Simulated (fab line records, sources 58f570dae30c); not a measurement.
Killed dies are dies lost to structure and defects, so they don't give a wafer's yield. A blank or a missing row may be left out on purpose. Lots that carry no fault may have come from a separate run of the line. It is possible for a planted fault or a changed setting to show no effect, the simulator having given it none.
Which of the tools did it?	flow berkeley cmos170	42 wafers sampled from 14 lots at 1 step of a route of 331

WHAT THE GAUGES SHOWED, per wafer
UCB170_PLDD_CD_MEAS_06: the cd target is 1200 nm.
lot	measured	on	cd nm (nm)
L360	day 7 09:01	cd sem-01	1199.5 1200.8 1200.7
L362	day 7 20:13	cd sem-02	1198.8 1199.1 1198.9
L361	day 7 21:50	cd sem-02	1198.7 1198.1 1197.3
L364	day 8 12:44	cd sem-01	1196.9 1197.7 1197.9
L363	day 8 12:54	cd sem-01	1200.1 1200.0 1198.8
L367	day 8 16:17	cd sem-02	1199.8 1200.7 1200.8
L368	day 8 16:35	cd sem-01	1201.5 1199.8 1199.0
L366	day 8 16:42	cd sem-01	1199.3 1199.9 1200.9
L365	day 8 17:14	cd sem-01	1199.3 1199.3 1199.8
L369	day 9 09:10	cd sem-01	1200.5 1199.2 1200.5
L376	day 11 03:14	cd sem-01	1199.1 1198.8 1198.1
L380	day 11 17:38	cd sem-01	1198.7 1199.5 1199.8
L382	day 11 17:54	cd sem-01	1201.8 1201.0 1200.3
L383	day 12 04:20	cd sem-01	1198.6 1199.8 1198.1

WHAT TOOL EACH LOT RAN ON (gives the tool, then ch and the chambers of the sampled wafers, and finally the start)
No process step before these readings appears in the record.

AS READ BY THE TOOLS THEMSELVES (means over the sampled wafers that have a number; for cases with no such wafer, the mark the record gives instead)
The record holds no such reading with a usual standard deviation.

THE ANSWER, worked out from the rows above alone
Rule: usual is defined by the lots themselves. The widest of any qualifying gaps counts: lots, ordered by their means at a reading, are off when they make up no more than a third of the lots, leave a main group of 4 or more, and stand apart from it by 3 or more times the standard deviation of that group's means. The tables above print the reading to a certain number of digits; a main group whose means all agree to those digits is not used. A lot without any number at a reading at which 4 lots or more have one is off too. All remaining lots with rows at the step are treated as sound. The gauges are gone through in route order, then the tools' own readings, and for those a lot's mean is taken as printed above. The first step at which some lot is off is used, and at that step the reading that is off furthest; a lot without a number counts as furthest.
None of the lots is off at any reading shown; this tells nothing.

WHAT HAD BEEN PUT IN BY THE SIMULATOR
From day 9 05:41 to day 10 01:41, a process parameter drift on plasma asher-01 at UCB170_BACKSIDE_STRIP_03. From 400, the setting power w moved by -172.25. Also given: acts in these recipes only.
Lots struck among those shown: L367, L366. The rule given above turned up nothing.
